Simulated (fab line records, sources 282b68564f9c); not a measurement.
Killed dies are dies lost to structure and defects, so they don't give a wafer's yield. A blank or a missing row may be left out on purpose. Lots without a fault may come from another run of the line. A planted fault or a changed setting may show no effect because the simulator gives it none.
Which tool did it? | flow rit_cmos | 14 lots, 42 wafers sampled, at 2 steps of a route of 202

WHAT THE GAUGES READ, wafer by wafer
RIT_M1_CD_MEAS_09: target cd 2600 nm. Usual: cd_nm 2599.2 nm, standard deviation 2.7.
lot  | measured    | on        | cd_nm (nm)                                | flag
L917 | day 3 08:52 | cd_sem-02 | 2602.0 2603.7 2603.2                      |
L918 | day 3 13:07 | cd_sem-02 | 2601.6 2602.2 2602.3                      |
L919 | day 3 16:05 | cd_sem-02 | 2600.2 2598.2 2597.6                      |
L920 | day 3 21:10 | cd_sem-02 | 2603.4 2600.9 2601.1                      |
L921 | day 4 03:46 | cd_sem-02 | 2600.7 2599.7 2599.1                      |
L922 | day 4 09:28 | cd_sem-02 | 2601.3 2602.3 2599.8                      |
L924 | day 4 17:20 | cd_sem-02 | 2596.8 2596.2 2597.2                      |
L925 | day 4 22:05 | cd_sem-02 | 2599.7 2602.2 2598.8                      |
L926 | day 5 04:15 | cd_sem-02 | 2598.4 2601.1 2600.4                      |
L929 | day 5 17:46 | cd_sem-02 | 2599.5 2597.4 2598.7                      |
L934 | day 6 21:55 | cd_sem-01 | 2612.7 2612.1 2613.0 2612.8 2611.8 2613.2 | OFF
L935 | day 7 06:12 | cd_sem-01 | 2612.0 2613.6 2613.2 2612.0 2613.6 2613.4 | OFF
L939 | day 7 22:02 | cd_sem-02 | 2597.4 2599.4 2598.1                      |
L940 | day 8 02:16 | cd_sem-02 | 2598.9 2601.4 2601.5                      |

WHICH TOOL RAN EACH LOT (tool, then ch and the chambers of the sampled wafers, then the start)
lot  | RIT_M1_EXPOSE_06
L917 | iline_stepper-02 ch 0, day 3 08:26
L918 | iline_stepper-01 ch 0, day 3 12:41
L919 | iline_stepper-01 ch 0, day 3 15:39
L920 | iline_stepper-02 ch 0, day 3 20:44
L921 | iline_stepper-01 ch 0, day 4 03:20
L922 | iline_stepper-02 ch 0, day 4 08:44
L924 | iline_stepper-01 ch 0, day 4 16:55
L925 | iline_stepper-02 ch 0, day 4 21:39
L926 | iline_stepper-01 ch 0, day 5 03:41
L929 | iline_stepper-02 ch 0, day 5 17:20
L934 | iline_stepper-01 ch 0, day 6 21:27
L935 | iline_stepper-01 ch 0, day 7 05:46
L939 | iline_stepper-02 ch 0, day 7 21:32
L940 | iline_stepper-02 ch 0, day 8 01:44
- RIT_M1_EXPOSE_06: exposes mask M12, target cd 2600 nm.

WHAT THE TOOLS THEMSELVES READ (means of the sampled wafers that have a number; where no wafer has one, the mark that the record gives instead)
RIT_M1_EXPOSE_06. Usual: exposure_dose_mJ_cm2 252.5, standard deviation 1.
lot  | tool             | exposure_dose_mJ_cm2 | flag
L917 | iline_stepper-02 | 251.9                |
L918 | iline_stepper-01 | 254.0                |
L919 | iline_stepper-01 | 253.7                |
L920 | iline_stepper-02 | 251.9                |
L921 | iline_stepper-01 | 254.0                |
L922 | iline_stepper-02 | 251.6                |
L924 | iline_stepper-01 | 253.8                |
L925 | iline_stepper-02 | 251.8                |
L926 | iline_stepper-01 | 253.7                |
L929 | iline_stepper-02 | 251.5                |
L934 | iline_stepper-01 | 239.7                | OFF
L935 | iline_stepper-01 | 242.3                | OFF
L939 | iline_stepper-02 | 251.8                |
L940 | iline_stepper-02 | 251.7                |

THE ANSWER, worked out from the rows above alone
Rule: a lot is off if the mean of its wafers that have a number lies more than 3 standard deviations from the usual mean. A lot without any number at a reading at which 4 lots or more have one is off too. The other lots that the step has rows for count as sound. The gauges are gone through in route order, then the tools' own readings, and for those a lot's mean is taken as printed above. The first step at which some lot is off is used, and at that step the reading that is off furthest; a lot without a number counts as furthest.
Off: L934, L935, at RIT_M1_CD_MEAS_09 (cd_nm).
A tool fits if, at a process step before that reading, it ran every lot that is off, and no sound lot after the first of them. The gauges at RIT_M1_CD_MEAS_09 aren't tried: what is off there is off at RIT_M1_EXPOSE_06 too, on other tools, and a gauge's error can't cause that. One fits: iline_stepper-01 at RIT_M1_EXPOSE_06. Its last sound lot is L926 (day 5 03:41), its first lot that is off L934 (day 6 21:27): a fault that began between those two fits.
The tool's own readings at RIT_M1_EXPOSE_06 bear it out: on the lots that are off they differ by more than 5 times the standard deviation of the sound lots' means. exposure_dose_mJ_cm2 reads 241.0 there against 252.6 on the sound lots.

WHAT THE SIMULATOR HAD PUT IN
Process parameter drift: iline_stepper-01, from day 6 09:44 on, at RIT_M1_EXPOSE_06. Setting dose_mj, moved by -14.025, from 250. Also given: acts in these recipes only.
Lots struck among those shown: L934, L935. The rule above found the same.
